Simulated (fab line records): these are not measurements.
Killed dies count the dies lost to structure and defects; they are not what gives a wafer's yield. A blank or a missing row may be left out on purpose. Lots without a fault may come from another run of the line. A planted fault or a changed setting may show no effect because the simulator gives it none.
A struck lot beside a sound one || flow berkeley-cmos170 || 16 out of 331 route steps
Sound: wafers L297.3, L297.5, L297.6. Struck: wafers L291.2, L291.3, L291.5. The cause is named last.
At each step with rows: each side's tool, then ch and its chambers, then its first start. Under that, the readings that differ: sound wafers || struck wafers || difference of the means || sigmas: that difference in standard deviations of wafers without a fault.
alike: words and numbers the same on both sides, and readings whose means are apart by under 2 such deviations; not compared: readings that were withheld, readings missing a value for some wafer, numbers with overlapping values and no deviation given by the record, and bounds like >300 which may hide the same value.
Wherever a step has rows on one side only, a row that says differs or no value, or a row with sigmas, the two part there. Numbers that don't overlap but have no deviation are shown without sigmas and don't part them. Lack of a reading on every wafer of one side parts them only where that side has two or more wafers.

UCB170_M1_SPUTTER_00: material Al, target thk 600 nm, time 80 s.
  struck on pvd-sputter-04, day 8 20:52; sound on pvd-sputter-01, day 10 04:04
  alike: throttle-valve-pct
UCB170_M1_RS_MEAS_01: the measuring method here is four-point-probe.
  struck on film-metro-01, day 8 20:56; sound on film-metro-01, day 10 04:10
  alike: M1_AL_RS
UCB170_M1_THK_MEAS_02: measures by xrf.
  struck on film-metro-01, day 8 21:03; sound on film-metro-01, day 10 04:16
  alike: M1_AL_THK
then, 6 steps without rows for these wafers: UCB170_M1_COAT_03; UCB170_M1_COAT_04 (resist thk 900 nm); UCB170_M1_SOFTBAKE_05 (time 60 s); UCB170_M1_EXPOSE_06 (exposes mask METAL1, target cd 700 nm); UCB170_M1_PEB_07; UCB170_M1_DEVELOP_08 (develop time 45 s).
UCB170_M1_CD_MEAS_09: target cd 700 nm.
  struck on cd-sem-02, day 8 22:06; sound on cd-sem-02, day 10 05:19
  alike: cd-nm
UCB170_M1_OVL_MEAS_10:
  struck on overlay-02, day 8 22:13; sound on overlay-02, day 10 05:24
  alike: M1_OVL
UCB170_M1_ETCH_11: etches BARC in N2/H2.
  sound on rie-diel-03 ch 0,3, day 10 05:25; struck on rie-diel-03 ch 0,3, day 8 22:14
  alike: bias-w, chamber-pressure-mTorr, drypump-motor-current-A, oes-product-au, throttle-valve-pct
UCB170_M1_METAL_ETCH_12: etches Al in Cl2/BCl3, stops on PSG, target depth 780 nm, time 130 s.
  sound on rie-metal-02 ch 0,1, day 10 05:31; struck on rie-metal-01 ch 0, day 8 22:17
  no value came back on the struck wafers for any of 5 readings (bcl3-flow-sccm (sccm), bias-w (W) and others); on the sound wafers bcl3-flow-sccm (sccm) reads 44.78 45.05 44.93
{"reading": "model.KrF_of_M1_COAT_04.thk-nm (nm)", "sound": "429.6 445.7 427.9", "struck": "886.4 886.2 884.2", "difference": "+451.2", "sigmas": ""}
{"reading": "model.PSG_of_CONTACT_CVD_01.thk-nm (nm)", "sound": "666.9 661.2 663.9", "struck": "698 698.5 697.5", "difference": "+34", "sigmas": ""}
  not compared: rf-hours-counter-h
UCB170_M1_STRIP_13: strips in O2.
  sound on plasma-asher-01 ch 0,1, day 10 05:38; struck on plasma-asher-01 ch 0,1, day 8 22:25
  alike: drypump-motor-current-A, oes-product-au
  not compared: rf-hours-counter-h
UCB170_M1_CD_MEAS_90: target cd 700 nm.
  struck on cd-sem-02, day 8 22:32; sound on cd-sem-01, day 10 05:44
{"reading": "cd-nm (nm)", "sound": "701.2 702.2 700.5", "struck": "- - -", "difference": "no value on the struck wafers", "sigmas": ""}
then, 1 step without rows for these wafers: UCB170_M1_ANNEAL_14 (time 1200 s).

== WHERE THEY PART ==
At UCB170_M1_METAL_ETCH_12 first; at UCB170_M1_CD_MEAS_90 last (within this record only).

WHY: the cause the simulator had injected
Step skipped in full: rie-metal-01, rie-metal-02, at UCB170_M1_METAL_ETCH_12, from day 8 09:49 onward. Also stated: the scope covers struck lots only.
